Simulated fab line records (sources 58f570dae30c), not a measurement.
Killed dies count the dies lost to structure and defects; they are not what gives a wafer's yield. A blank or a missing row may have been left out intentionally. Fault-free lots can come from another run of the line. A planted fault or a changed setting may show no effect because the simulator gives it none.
8D (eight disciplines) problem report, filled in by code -- flow berkeley_cmos170 -- the parts of the form that need people (team, actions taken, sign-off) are left out

## 1. THE ISSUE
strip_time_to_endpoint_s at UCB170_V2_STRIP_15 reads a mean of 16.63 s on 6 wafers of 2 lots; wafers without a fault read 15.31 s with a standard deviation of 0.12. That is +11 standard deviations from the usual mean.
The step: strips in O2.
First seen on wafer L697.2, day 10 01:10, on plasma_asher-02. The record has a number at this step for 42 wafers belonging to 14 lots. Rule for "out" (also "out of limits"): further than 4 standard deviations from the usual mean. All remaining wafers that have a number are taken as sound.

## 2. WHAT IT IS, AND WHAT IT ISN'T
question,is,is not
which readings at this step,strip_time_to_endpoint_s,"chamber_pressure_mTorr, drypump_motor_current_A, oes_product_au"
which lots,"L697, L699","L688, L689, L690, L691, L694, L702, L703, L705, L706, L707, L708, L709"
which wafers of those lots,all that have a number,-
read on which tools,plasma_asher-02,"plasma_asher-01, plasma_asher-03"
when,from day 10 01:10,"up to then (15 sound wafers); but 21 sound wafers of L702, L703, L705, L706, L707, L708, L709 came after"

## 3. WHAT RULES OUT EACH SUSPECT
Counting: a tool stays on the suspect list if, at a process step up to the reading, it processed all lots that are out and no sound lot following the first of them.
- rie_diel-04 at UCB170_V2_ETCH_14 (etches SiO2 in CHF3/CF4/Ar, stops on Al, target depth 1250 nm, time 291 s): kept. It processed each lot that is out, first L697 at day 10 00:59, and no sound lot thereafter; up to then, the last sound lot it processed was L688 at day 8 07:53.
- plasma_asher-02 at UCB170_V2_STRIP_15 (strips in O2): ruled out as a lasting fault. Following L697 (day 10 01:10), the first lot on it that is out, the sound lots L707 were run on it.
After counting, what remains is rie_diel-04 at UCB170_V2_ETCH_14.

## 4. THE CAUSE (what the simulator had put in)
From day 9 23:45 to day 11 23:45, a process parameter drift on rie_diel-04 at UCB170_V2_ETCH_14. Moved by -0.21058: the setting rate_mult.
The count eliminated every tool but this one.

## 5. SEQUENCE OF EFFECTS, ordered by route
Each row: a reading where the mean over the struck wafers with a number is more than 3 standard deviations away from the usual. Only readings whose record carries a usual standard deviation are examined. hours: median over the lots of the time between each lot's start at the first step of this table that gives one and its start at this step. sigmas: the change, counted in usual standard deviations.
hours,step,reading,usual,on struck wafers,change,sigmas
0,UCB170_V2_STRIP_15,strip_time_to_endpoint_s,15.31 s,16.63,+1.32,+11
The process steps in it:
- UCB170_V2_STRIP_15: strips in O2.

## 6. WHAT WOULD HAVE CAUGHT IT SOONER
In this record the first reading out of limits was taken at day 10 01:10, 1 hour after the fault began at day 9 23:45.
Tool readings at UCB170_V2_ETCH_14 with a usual standard deviation given in the record: none out on any struck wafer, hence no alarm at a limit of 4 standard deviations on them.
L699, from the lots that are out (2), started UCB170_V2_ETCH_14 on rie_diel-04 later than day 10 01:10. It would have been spared by a hold on the tool at that moment.
